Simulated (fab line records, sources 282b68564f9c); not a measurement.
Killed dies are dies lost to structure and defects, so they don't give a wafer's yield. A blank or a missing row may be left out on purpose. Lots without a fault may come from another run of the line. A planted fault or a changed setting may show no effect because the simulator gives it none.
One fault seen from 2 desks | flow rit_cmos | each desk has only its own numbers; what lay behind them comes last

THE METROLOGY DESK
What the gauges read, lot by lot, whatever tool the lot ran on: means of the sampled wafers that have a number. A lot is out of limits, marked OUT, if its mean lies more than 4 standard deviations from the usual mean; the brackets give that distance.
Columns: A = GATE_OVL at RIT_GATE_OVL_MEAS_17, usual 0.0 nm
lot  | first seen here | A
L401 | day 2 14:14     | 0.5
L402 | day 3 00:24     | 0.6
L403 | day 3 02:23     | -1.7
L404 | day 3 06:31     | 0.8
L405 | day 3 12:31     | 0.7
L406 | day 3 18:40     | -1.3
L408 | day 4 01:53     | -0.4
L409 | day 4 08:26     | 1.0
L410 | day 4 16:49     | -0.5
L415 | day 5 16:50     | 1.1
L418 | day 6 20:46     | -149.5 (-99 or more) OUT
L419 | day 7 02:14     | -151.2 (-99 or more) OUT
L422 | day 7 17:23     | -0.0
L424 | day 8 03:46     | -0.0
This desk's finding: out of limits on L418, L419; first on L418, day 6 20:46 (GATE_OVL at RIT_GATE_OVL_MEAS_17). In limits: L401, L402, L403, L404, L405, L406, L408, L409, L410, L415, L422, L424.

THE TOOL OWNER'S DESK: iline_stepper-01
The tool's own readings at RIT_GATE_EXPOSE_13 (exposes mask M6, target cd 150 nm): means of the sampled wafers that have a number, for each lot that ran on this tool. A lot is out of limits, marked OUT, if its mean lies more than 4 standard deviations from the usual mean; the brackets give that distance.
Columns: A = stage_vel_mm_s at RIT_GATE_EXPOSE_13, usual 500.04 mm/s
lot  | first seen here | A
L402 | day 2 23:55     | 500.11
L403 | day 3 01:52     | 500.02
L408 | day 4 01:22     | 500.34
L409 | day 4 07:56     | 500.23
L418 | day 6 20:16     | 500.23
L419 | day 7 01:43     | 499.92
This desk's finding: nothing out of limits on any of the 6 lots.

PUT TOGETHER
The metrology desk could have raised an alarm at day 6 20:46, on L418, L419.
The tool owner's desk saw nothing out of limits.
The tool owner's desk has L418, L419 on record, within its limits.
Of the lots named, all ran RIT_GATE_EXPOSE_13 on iline_stepper-01.

WHAT THE SIMULATOR HAD PUT IN
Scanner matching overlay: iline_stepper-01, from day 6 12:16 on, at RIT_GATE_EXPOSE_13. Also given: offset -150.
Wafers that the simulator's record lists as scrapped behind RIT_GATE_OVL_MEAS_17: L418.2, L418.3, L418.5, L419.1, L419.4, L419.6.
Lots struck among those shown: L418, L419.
Hours from the fault's start to each desk's first reading out of limits: the metrology desk, 8.
